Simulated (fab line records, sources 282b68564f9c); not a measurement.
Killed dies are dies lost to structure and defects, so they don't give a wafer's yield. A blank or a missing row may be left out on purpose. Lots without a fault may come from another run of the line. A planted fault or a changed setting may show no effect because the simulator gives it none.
A struck lot beside a sound one | flow rit_cmos | 15 steps out of a route of 202
Sound: wafers L351.2, L351.5, L351.6. Struck: wafer L361.6. (L361.4, L361.5 of the same lot were not struck and are left out.) The cause comes at the end.
At each step with rows: each side's tool, then ch and its chambers, then its first start. Under that, the readings that differ: sound wafers | struck wafers | difference of the means | sigmas: that difference in standard deviations of wafers without a fault.
alike: readings whose means differ by less than 2 such deviations, and words and numbers that are the same on both sides. not compared: withheld readings, readings that some wafer has no value for, bounds like >300 that may hide the same value, and numbers for which the record gives no deviation and whose values overlap.
The two part at a step that has a row with sigmas, a row that says differs or no value, or rows on one side only. Numbers that don't overlap but have no deviation are shown without sigmas and don't part them. A reading that every wafer of one side lacks parts them only if that side has two wafers or more.

RIT_GATE_THK_MEAS_07:
  sound on film_metro-01, day 3 03:01; struck on film_metro-01, day 5 01:58
  alike: GATE_OXIDE_THK
then, 1 step without rows for these wafers: RIT_GATE_CVD_08 (deposits poly-Si from SiH4, target thk 250 nm, time 2220 s).
RIT_GATE_THK_MEAS_09:
  sound on film_metro-01, day 3 04:42; struck on film_metro-03, day 5 03:38
  alike: GATE_POLY_THK
then, 6 steps without rows for these wafers: RIT_GATE_HMDS_10 (prime time 60 s); RIT_GATE_COAT_11 (resist thk 850 nm); RIT_GATE_SOFTBAKE_12 (time 60 s); RIT_GATE_EXPOSE_13 (exposes mask M6, target cd 150 nm); RIT_GATE_PEB_14; RIT_GATE_DEVELOP_15 (develop time 50 s).
RIT_GATE_CD_MEAS_16: target cd 150 nm.
  sound on cd_sem-02, day 3 05:37; struck on cd_sem-01, day 5 04:43
  alike: cd_nm
RIT_GATE_OVL_MEAS_17:
  sound on overlay-01, day 3 05:44; struck on overlay-01, day 5 04:47
  alike: GATE_OVL
then, 1 step without rows for these wafers: RIT_GATE_HARDBAKE_18 (time 60 s).
RIT_GATE_ETCH_19: etches poly-Si in SF6/CHF3/O2, stops on SiO2, time 165 s, target depth 312.5 nm.
  sound on rie_si-02 ch 0,1,3, day 3 05:55; struck on rie_si-02 ch 3, day 5 04:57
  reading                                   | sound             | struck | difference | sigmas
  rf_fwd_power_W (W)                        | 159.5 159.7 159.8 | 223.4  | +63.7      | +99 or more
  model.NOVOLAK_of_GATE_COAT_11.thk_nm (nm) | 673.9 678.8 676.9 | 646.3  | -30.2      |
  alike: O2_flow_sccm, drypump_motor_current_A, oes_product_au, throttle_valve_pct
  not compared: rf_hours_counter_h
RIT_GATE_STRIP_20: strips in O2, time 180 s.
  sound on plasma_asher-03 ch 0,1, day 3 06:01; struck on plasma_asher-01 ch 0, day 5 05:07
  alike: drypump_motor_current_A
  not compared: rf_hours_counter_h
RIT_M1_PROBE_99:
  sound on prober-02, day 4 01:50; struck on prober-01, day 6 04:28
  reading                             | sound             | struck | difference | sigmas
  killed_at_front_end                 | 12 12 9           | 3      | -8         | -3
  killed_dies                         | 12 12 9           | 3      | -8         | -3
  killed_open                         | 5 6 7             | 0      | -6         | -3
  model.etest.pmos_turned.r_on_ohm_um | 3347 3266 3326    | 2929   | -384       |
  model.etest.pmos_0p3.r_on_ohm_um    | 6357 6277 6289    | 5960   | -348       |
  model.etest.pmos_0p15.r_on_ohm_um   | 2714 2636 2685    | 2374   | -304       |
  model.etest.pmos_0p15.drive_ua_um   | 262.3 269 263.6   | 309.4  | +44.4      |
  model.etest.pwell_pinched.rs_ohm_sq | 465.1 460.4 467   | 489.4  | +25.2      |
  model.etest.pmos_turned.drive_ua_um | 198 203.2 197.3   | 235.3  | +35.8      |
  model.etest.nwell_pinched.rs_ohm_sq | 343.1 338.1 339.5 | 361.9  | +21.7      |
  model.etest.nmos_turned.drive_ua_um | 320.8 332.2 325.5 | 354.5  | +28.3      |
  alike: killed_at_M0_to_M3, killed_at_contacts, killed_short

WHERE THEY PART
First at RIT_GATE_ETCH_19; last, within this record, at RIT_M1_PROBE_99.

WHY: what the simulator had put in
Process parameter drift: rie_si-02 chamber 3, from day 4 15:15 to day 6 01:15, at RIT_GATE_ETCH_19. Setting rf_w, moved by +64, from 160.
